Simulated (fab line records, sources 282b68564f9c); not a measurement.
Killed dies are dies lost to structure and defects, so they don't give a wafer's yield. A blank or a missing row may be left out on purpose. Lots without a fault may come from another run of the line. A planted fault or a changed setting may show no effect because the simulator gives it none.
Which tool did it? | flow rit_cmos | 6 lots, 18 wafers sampled, at 2 steps of a route of 202

WHAT THE GAUGES READ, wafer by wafer
RIT_NRETRO_TW_MEAS_10.
lot  | measured    | on            | NRETRO_TW
L630 | day 2 11:52 | film_metro-01 | 1054 1049 1052
L633 | day 3 06:23 | film_metro-02 | 1041 1048 1048
L635 | day 3 12:55 | film_metro-04 | 1059 1058 1056
L640 | day 4 18:51 | film_metro-01 | 1050 1051 1048
L649 | day 6 11:48 | film_metro-01 | 1039 1044 1050
L651 | day 7 01:20 | film_metro-04 | 1061 1056 1060

WHICH TOOL RAN EACH LOT (tool, then ch and the chambers of the sampled wafers, then the start)
lot  | RIT_PWELL_EXPOSE_03
L630 | iline_stepper-02 ch 0, day 2 03:12
L633 | iline_stepper-01 ch 0, day 2 21:01
L635 | iline_stepper-01 ch 0, day 3 04:55
L640 | iline_stepper-01 ch 0, day 4 09:31
L649 | iline_stepper-01 ch 0, day 6 03:53
L651 | iline_stepper-02 ch 0, day 6 13:05
- RIT_PWELL_EXPOSE_03: exposes mask M3, target cd 43700 nm.

THE ANSWER, worked out from the rows above alone
Rule: what is usual is taken from the lots themselves. Put in order of their means at a reading, lots are off if they are a third of the lots or fewer, leave a main group of 4 or more, and stand apart from it by a gap of 3 or more times the standard deviation of the main group's means; of several such gaps the widest counts. A main group whose means are all the same, to the digits that the tables above print for the reading, isn't used. A lot without any number at a reading at which 4 lots or more have one is off too. The other lots that the step has rows for count as sound.
No lot is off at any reading shown: from this, nothing can be told.

WHAT THE SIMULATOR HAD PUT IN
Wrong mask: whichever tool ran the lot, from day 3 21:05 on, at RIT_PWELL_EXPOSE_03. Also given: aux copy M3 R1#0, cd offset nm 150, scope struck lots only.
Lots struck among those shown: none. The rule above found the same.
